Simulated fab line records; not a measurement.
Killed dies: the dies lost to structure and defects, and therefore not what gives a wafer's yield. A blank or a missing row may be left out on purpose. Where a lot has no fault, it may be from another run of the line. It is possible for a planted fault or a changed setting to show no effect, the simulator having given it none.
Check for tools in common + flow ritCmos + 42 wafers sampled across 14 lots

REASON IT WAS OPENED
At RIT_GATE_CD_MEAS_16 the reading cdNm is flagged on 2 of 14 lots. Wafers without a fault read 150.7 nm, standard deviation 2.1.
Rule: a lot is flagged when every wafer of it that has a number lies more than 4 standard deviations from that mean, or none has a number. All remaining lots are regarded as sound.

| lot  | measured    | on       | cdNm (nm), wafer by wafer | flag    |
|------|-------------|----------|---------------------------|---------|
| L831 | day 2 20:23 | cdSem-01 | 148.7 149.8 148.4         |         |
| L832 | day 3 00:04 | cdSem-01 | 151.3 152.8 154.6         |         |
| L834 | day 3 10:08 | cdSem-02 | 152.2 148.4 151.5         |         |
| L835 | day 3 14:59 | cdSem-01 | 146.7 147.8 144.9         |         |
| L837 | day 3 22:26 | cdSem-01 | 150.0 150.9 149.7         |         |
| L838 | day 4 04:37 | cdSem-01 | 152.2 151.6 151.3         |         |
| L841 | day 4 17:14 | cdSem-02 | 150.2 148.2 151.0         |         |
| L842 | day 5 00:37 | cdSem-02 | - 39.9 58.5               | FLAGGED |
| L843 | day 5 05:49 | cdSem-01 | 151.1 152.9 151.8         |         |
| L844 | day 5 08:56 | cdSem-02 | 89.9 118.2 63.5           | FLAGGED |
| L848 | day 6 02:06 | cdSem-02 | 152.1 151.7 152.8         |         |
| L852 | day 7 01:46 | cdSem-01 | 149.7 151.5 150.3         |         |
| L853 | day 7 06:50 | cdSem-01 | 150.9 152.6 151.5         |         |
| L854 | day 7 11:56 | cdSem-01 | 153.5 155.9 154.2         |         |
On average the flagged lots' numbers are 74.0 nm, which is -76.7 nm against the usual, or -37 standard deviations.

EACH LOT AND THE TOOL IT RAN ON
The record holds 1 process step before the reading, out of a route of 202 steps. Read each cell as the tool, then ch plus the chambers that the sampled wafers visited, then the start.
| lot  | flag    | RIT_GATE_EXPOSE_13                |
|------|---------|-----------------------------------|
| L831 |         | ilineStepper-01 ch 0, day 2 19:59 |
| L832 |         | ilineStepper-01 ch 0, day 2 23:40 |
| L834 |         | ilineStepper-01 ch 0, day 3 09:44 |
| L835 |         | ilineStepper-01 ch 0, day 3 14:27 |
| L837 |         | ilineStepper-02 ch 0, day 3 21:56 |
| L838 |         | ilineStepper-01 ch 0, day 4 04:13 |
| L841 |         | ilineStepper-02 ch 0, day 4 16:50 |
| L842 | FLAGGED | ilineStepper-01 ch 0, day 5 00:13 |
| L843 |         | ilineStepper-02 ch 0, day 5 05:19 |
| L844 | FLAGGED | ilineStepper-01 ch 0, day 5 08:32 |
| L848 |         | ilineStepper-02 ch 0, day 6 01:42 |
| L852 |         | ilineStepper-02 ch 0, day 7 01:22 |
| L853 |         | ilineStepper-02 ch 0, day 7 06:22 |
| L854 |         | ilineStepper-02 ch 0, day 7 11:32 |
What the steps here do:
- RIT_GATE_EXPOSE_13: exposes mask M6, target cd 150 nm.
- RIT_GATE_CD_MEAS_16: target cd 150 nm.

FLAGGED AGAINST TOTAL, ONE TOOL AT A TIME (gauges that did the reading follow at the end)
| step                | tool            | lots run | flagged | share of the flagged lots | sound lots run after its first flagged lot |
|---------------------|-----------------|----------|---------|---------------------------|--------------------------------------------|
| RIT_GATE_EXPOSE_13  | ilineStepper-01 | 7        | 2       | all                       | 0                                          |
| RIT_GATE_EXPOSE_13  | ilineStepper-02 | 7        | 0       | none                      | -                                          |
| RIT_GATE_CD_MEAS_16 | cdSem-01        | 9        | 0       | none                      | -                                          |
| RIT_GATE_CD_MEAS_16 | cdSem-02        | 5        | 2       | all                       | 1 (L848)                                   |

WHAT THE TABLE ALLOWS
ilineStepper-01 at RIT_GATE_EXPOSE_13 and cdSem-02 at RIT_GATE_CD_MEAS_16 are the 2 rows of the table that ran each flagged lot.
- ilineStepper-01 at RIT_GATE_EXPOSE_13 ran 7 lots, 2 of them flagged. A fault beginning between L838 (day 4 04:13), its last sound lot, and L842 (day 5 00:13), its first flagged one, fits the data. Its own readings (exposureDoseMJCm2) fall more than 4 standard deviations out on all wafers of the flagged lots.
- cdSem-02 at RIT_GATE_CD_MEAS_16 ran 5 lots, 2 of them flagged. Sound lots ran on it after the first flagged one (L848), which a lasting fault on the whole tool wouldn't allow.
ilineStepper-01 at RIT_GATE_EXPOSE_13 is the single tool remaining.

WHAT HAD BEEN PUT IN BY THE SIMULATOR
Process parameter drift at RIT_GATE_EXPOSE_13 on ilineStepper-01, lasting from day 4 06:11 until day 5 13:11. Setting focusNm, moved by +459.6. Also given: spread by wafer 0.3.
Struck lots among those shown: L842, L844. The same result came from the rule above.
